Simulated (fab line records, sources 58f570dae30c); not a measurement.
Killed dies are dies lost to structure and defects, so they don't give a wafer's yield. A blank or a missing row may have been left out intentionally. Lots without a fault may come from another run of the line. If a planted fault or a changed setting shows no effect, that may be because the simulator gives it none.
Problem report in the 8D (eight disciplines) form, filled by code || flow berkeley cmos170 || the parts of the form that need people (team, actions taken, sign-off) are left out

## 1. THE ISSUE
Wafers without a fault read 0.550 a.u., standard deviation 0.014; oes product au at UCB170_M3_STRIP_19 reads a mean of 0.485 a.u. on 6 wafers belonging to 2 lots. Measured from the usual mean, that is -4.6 standard deviations.
The step: strips in O2.
Earliest sighting: wafer L516.2 on plasma asher-01 at day 11 18:38. The record has a number at this step for 42 wafers belonging to 14 lots. Rule for "out", or "out of limits": more than 4 standard deviations from the usual mean. All remaining wafers that have a number are taken as sound.

## 2. WHAT IT IS AND WHAT IT IS NOT
{"question": "which readings at this step", "is": "oes product au", "is not": "drypump motor current A"}
{"question": "which lots", "is": "L516, L519", "is not": "L503, L504, L505, L506, L507, L508, L509, L510, L511, L517, L523, L524"}
{"question": "which wafers of those lots", "is": "all that have a number", "is not": "-"}
{"question": "read on which tools", "is": "plasma asher-01", "is not": "plasma asher-02, plasma asher-04"}
{"question": "when", "is": "from day 11 18:38", "is not": "up to then (30 sound wafers); but 6 sound wafers of L523, L524 came after"}

## 3. SUSPECTS, AND WHAT RULES EACH OUT
Counting: any tool at a process step up to the reading is kept as a suspect provided that every lot that is out went through it and no sound lot did after the first of them.
- rie diel-04 at UCB170_M2_ETCH_17 (etches BARC in N2/H2): kept. Every lot that is out went through it, starting with L516 (day 11 11:56), and after that it ran no sound lot; the last sound lot it ran before then is L510 (day 10 03:02).
- rie metal-01 at UCB170_M3_METAL_ETCH_18 (etches Al in Cl2/BCl3, stops on SiO2, target depth 1170 nm, time 195 s): kept. Every lot that is out went through it, starting with L516 (day 11 18:20), and after that it ran no sound lot; the last sound lot it ran before then is L511 (day 10 10:05).
- plasma asher-01 at UCB170_M3_STRIP_19 (strips in O2): kept. Every lot that is out went through it, starting with L516 (day 11 18:38), and after that it ran no sound lot; the last sound lot it ran before then is L517 (day 11 17:29). On those wafers its own readings are out: oes product au.
Still standing after the count: rie diel-04 at UCB170_M2_ETCH_17, rie metal-01 at UCB170_M3_METAL_ETCH_18, plasma asher-01 at UCB170_M3_STRIP_19.

## 4. THE CAUSE (what the simulator had put in)
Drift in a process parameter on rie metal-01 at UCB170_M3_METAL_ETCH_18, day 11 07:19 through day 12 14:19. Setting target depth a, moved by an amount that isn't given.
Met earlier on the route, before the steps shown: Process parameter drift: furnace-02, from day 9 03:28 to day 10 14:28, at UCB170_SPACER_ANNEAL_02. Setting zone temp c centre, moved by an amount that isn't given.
Counting left 3 suspects, and this tool is among them.

## 5. THE EFFECT CHAIN, in route order
Each row: a reading where the mean over the struck wafers with a number is more than 3 standard deviations away from the usual. Only readings whose record carries a usual standard deviation are examined. hours: median over the lots of the time between each lot's start at the first step of this table that gives one and its start at this step. sigmas: the change, counted in usual standard deviations.
{"hours": 0, "step": "UCB170_M3_STRIP_19", "reading": "oes product au", "usual": "0.550 a.u.", "on struck wafers": 0.485, "change": -0.065, "sigmas": -4.6}
The process steps in it:
- UCB170_M3_STRIP_19: strips in O2.

## 6. WHAT WOULD HAVE CAUGHT IT SOONER
First out-of-limits reading in this record: day 11 18:38, which is 11 hours after fault onset at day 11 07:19.
Of the tool readings at UCB170_M3_METAL_ETCH_18 for which the record gives a usual standard deviation, none was out on any struck wafer, so an alarm limit of 4 standard deviations on them would not have fired.
L519, from the lots that are out (2), started UCB170_M3_METAL_ETCH_18 on rie metal-01 later than day 11 18:38. Putting the tool on hold at that point would have spared it.
